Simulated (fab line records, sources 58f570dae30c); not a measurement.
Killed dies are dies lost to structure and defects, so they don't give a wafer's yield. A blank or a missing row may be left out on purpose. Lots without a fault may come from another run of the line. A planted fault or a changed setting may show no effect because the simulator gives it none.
A struck lot beside a sound one | flow berkeley_cmos170 | 45 steps out of a route of 331
Sound: wafers L819.2, L819.3, L819.6. Struck: wafers L828.4, L828.5, L828.6. The cause comes at the end.
At each step with rows: each side's tool, then ch and its chambers, then its first start. Under that, the readings that differ: sound wafers | struck wafers | difference of the means | sigmas: that difference in standard deviations of wafers without a fault.
alike: readings whose means differ by less than 2 such deviations, and words and numbers that are the same on both sides. not compared: withheld readings, readings that some wafer has no value for, bounds like >300 that may hide the same value, and numbers for which the record gives no deviation and whose values overlap.
The two part at a step that has a row with sigmas, a row that says differs or no value, or rows on one side only. Numbers that don't overlap but have no deviation are shown without sigmas and don't part them. A reading that every wafer of one side lacks parts them only if that side has two wafers or more.

first, 1 step without rows for these wafers: UCB170_GATE_WET_ETCH_00 (etches SiO2 in dHF, time 200 s).
UCB170_FIELD_THK_MEAS_91:
  sound on film_metro-01, day 7 09:56; struck on film_metro-01, day 8 23:17
  alike: FIELD_OXIDE_LEFT_2_THK
then, 1 step without rows for these wafers: UCB170_GATE_OXIDATION_01 (target thk 6.6 nm, ox time 1800 s).
UCB170_GATE_THK_MEAS_02:
  sound on film_metro-01, day 7 13:29; struck on film_metro-02, day 9 05:08
  alike: GATE_OXIDE_THK
then, 2 steps without rows for these wafers: UCB170_GATE_ANNEAL_03 (time 1800 s); UCB170_GATE_CVD_04 (deposits poly-Si from SiH4, time 1440 s, target thk 214 nm).
UCB170_GATE_THK_MEAS_05:
  sound on film_metro-02, day 7 20:14; struck on film_metro-04, day 9 12:41
  alike: GATE_POLY_THK
then, 5 steps without rows for these wafers: UCB170_GATE_COAT_06; UCB170_GATE_COAT_07 (resist thk 900 nm); UCB170_GATE_SOFTBAKE_08 (time 60 s); UCB170_GATE_EXPOSE_09 (exposes mask POLY, target cd 350 nm); UCB170_GATE_PEB_10.
UCB170_GATE_DEVELOP_11: develop time 45 s.
  sound on litho_track-01 ch 0, day 7 21:00; struck on litho_track-01 ch 0, day 9 14:00
  reading              | sound             | struck            | difference | sigmas
  developer_temp_C (C) | 21.04 21.05 20.82 | 18.85 18.91 18.97 | -2.06      | -19
UCB170_GATE_CD_MEAS_12: target cd 350 nm.
  sound on cd_sem-01, day 7 21:45; struck on cd_sem-01, day 9 14:14
  alike: cd_nm
UCB170_GATE_OVL_MEAS_13:
  sound on overlay-02, day 7 21:52; struck on overlay-02, day 9 14:19
  alike: GATE_OVL
UCB170_GATE_ETCH_14: etches BARC in N2/H2.
  sound on rie_diel-04 ch 0,1,3, day 7 21:53; struck on rie_diel-01 ch 0,2,3, day 9 14:20
  alike: drypump_motor_current_A, h2_flow_sccm, oes_product_au, throttle_valve_pct
UCB170_GATE_ETCH_15: etches poly-Si in HBr/Cl2, stops on SiO2, time 56.3 s, target depth 278.2 nm.
  sound on rie_si-02 ch 0,1, day 7 21:56; struck on rie_si-01 ch 0,1,2, day 9 14:23
  alike: HBr_flow_sccm, drypump_motor_current_A, oes_product_au, throttle_valve_pct
  not compared: rf_hours_counter_h
UCB170_GATE_STRIP_16: strips in O2.
  sound on plasma_asher-04 ch 1, day 7 21:59; struck on plasma_asher-04 ch 0,1, day 9 14:28
  alike: drypump_motor_current_A, oes_product_au
  not compared: rf_hours_counter_h
UCB170_GATE_CD_MEAS_90: target cd 350 nm.
  sound on cd_sem-01, day 7 22:28; struck on cd_sem-01, day 9 14:35
  alike: cd_nm
then, 7 steps without rows for these wafers: UCB170_GATE_CLEAN_17 (cleans in SPM, time 600 s); UCB170_PLDD_HMDS_00 (prime time 60 s); UCB170_PLDD_COAT_01 (resist thk 889.1 nm); UCB170_PLDD_SOFTBAKE_02 (time 60 s); UCB170_PLDD_EXPOSE_03 (exposes mask PSELECT, target cd 1200 nm); UCB170_PLDD_PEB_04; UCB170_PLDD_DEVELOP_05 (develop time 45 s).
UCB170_PLDD_CD_MEAS_06: target cd 1200 nm.
  sound on cd_sem-01, day 8 00:08; struck on cd_sem-01, day 9 17:55
  alike: cd_nm
UCB170_PLDD_OVL_MEAS_07:
  sound on overlay-01, day 8 00:14; struck on overlay-01, day 9 17:59
  alike: PLDD_OVL
then, 2 steps without rows for these wafers: UCB170_PLDD_IMPLANT_08; UCB170_PLDD_IMPLANT_09.
UCB170_PLDD_STRIP_10: strips in O2.
  sound on plasma_asher-04 ch 1, day 8 00:34; struck on plasma_asher-02 ch 0,1, day 9 18:22
  alike: drypump_motor_current_A, oes_product_au, strip_time_to_endpoint_s
  not compared: rf_hours_counter_h
UCB170_PLDD_TW_MEAS_11:
  sound on film_metro-04, day 8 00:41; struck on film_metro-03, day 9 18:28
  alike: PLDD_TW
then, 7 steps without rows for these wafers: UCB170_PLDD_CLEAN_12 (cleans in SPM, time 600 s); UCB170_NLDD_HMDS_00 (prime time 60 s); UCB170_NLDD_COAT_01 (resist thk 900 nm); UCB170_NLDD_SOFTBAKE_02 (time 60 s); UCB170_NLDD_EXPOSE_03 (exposes mask NSELECT, target cd 1200 nm); UCB170_NLDD_PEB_04; UCB170_NLDD_DEVELOP_05 (develop time 45 s).
UCB170_NLDD_CD_MEAS_06: target cd 1200 nm.
  sound on cd_sem-01, day 8 03:52; struck on cd_sem-01, day 9 20:12
  alike: cd_nm
UCB170_NLDD_OVL_MEAS_07:
  sound on overlay-01, day 8 03:59; struck on overlay-02, day 9 20:17
  alike: NLDD_OVL
then, 1 step without rows for these wafers: UCB170_NLDD_IMPLANT_08.
UCB170_M1_ETCH_11: etches BARC in N2/H2.
  sound on rie_diel-01 ch 0,1,3, day 9 01:32; struck on rie_diel-01 ch 0,1,3, day 10 19:29
  reading             | sound             | struck          | difference | sigmas
  model.M1.cd_nm (nm) | 700.7 700.7 699.8 | 714.1 712.9 715 | +13.6      |
  alike: drypump_motor_current_A, h2_flow_sccm, oes_product_au, throttle_valve_pct
UCB170_M1_METAL_ETCH_12: etches Al in Cl2/BCl3, stops on PSG, target depth 780 nm, time 130 s.
  sound on rie_metal-04 ch 0, day 9 01:34; struck on rie_metal-04 ch 0,1, day 10 19:35
  reading               | sound             | struck            | difference | sigmas
  oes_product_au (a.u.) | 0.871 0.877 0.873 | 0.826 0.855 0.834 | -0.035     | -2
  model.M1.cd_nm (nm)   | 702.9 704.1 701.9 | 715.2 713.3 716.3 | +12.0      |
  alike: drypump_motor_current_A, throttle_valve_pct
  not compared: rf_hours_counter_h
UCB170_M3_PROBE_99:
  the record has rows for the struck wafers here (prober-02, day 11 11:50) and none for the sound ones

WHERE THEY PART
First at UCB170_GATE_DEVELOP_11; last, within this record, at UCB170_M3_PROBE_99.

WHY: what the simulator had put in
Process parameter drift: litho_track-01, from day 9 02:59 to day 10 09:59, at UCB170_GATE_DEVELOP_11. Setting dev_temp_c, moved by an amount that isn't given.
